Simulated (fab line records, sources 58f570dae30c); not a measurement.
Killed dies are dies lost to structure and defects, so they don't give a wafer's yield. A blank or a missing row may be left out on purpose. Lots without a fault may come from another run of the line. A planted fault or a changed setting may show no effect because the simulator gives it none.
Chamber matching | flow berkeley_cmos170 | UCB170_WELLDRIVE_WET_ETCH_04 on wet_bench-01: 4 sister chambers
The step etches SiO2 in BOE, time 120 s. 4 wafers are shown with their chamber, then 9 later ones without.

WAFERS WITH THEIR CHAMBER
wafer  | chamber | run_length_s (s)
L242.4 | 2       | 146
L248.6 | 3       | 146
L251.6 | 0       | 154
L252.5 | 1       | 155

WAFERS WITHOUT THEIR CHAMBER
wafer  | run_length_s (s)
L254.3 | 147
L254.5 | 147
L254.6 | 147
L255.1 | 147
L255.4 | 147
L255.6 | 147
L257.2 | 145
L257.3 | 145
L257.6 | 145

WHICH CHAMBER EACH WENT THROUGH
wafer  | from the rows above     | in truth
L254.3 | can't be placed: 2 or 3 | 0
L254.5 | can't be placed: 2 or 3 | 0
L254.6 | can't be placed: 2 or 3 | 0
L255.1 | can't be placed: 2 or 3 | 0
L255.4 | can't be placed: 2 or 3 | 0
L255.6 | can't be placed: 2 or 3 | 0
L257.2 | can't be placed: 2 or 3 | 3
L257.3 | can't be placed: 2 or 3 | 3
L257.6 | can't be placed: 2 or 3 | 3
Placed correctly: 0 of 9. Can't be placed from these rows: 9 (the true chamber is among the candidates in 3). Placed wrongly: 0.
How it was worked out, from the rows above alone: a wafer's distance from a chamber is the root of the sum, over the readings, of the square of ((its reading less the chamber's mean) divided by the reading's scatter). The wafer belongs to the nearest chamber; if the next one is less than 2 further off, it can't be placed. A chamber's mean is the mean of its shown wafers. The scatter: with one shown wafer a chamber, the root of the mean of the squares of how far each hidden wafer lies from its nearest shown one.
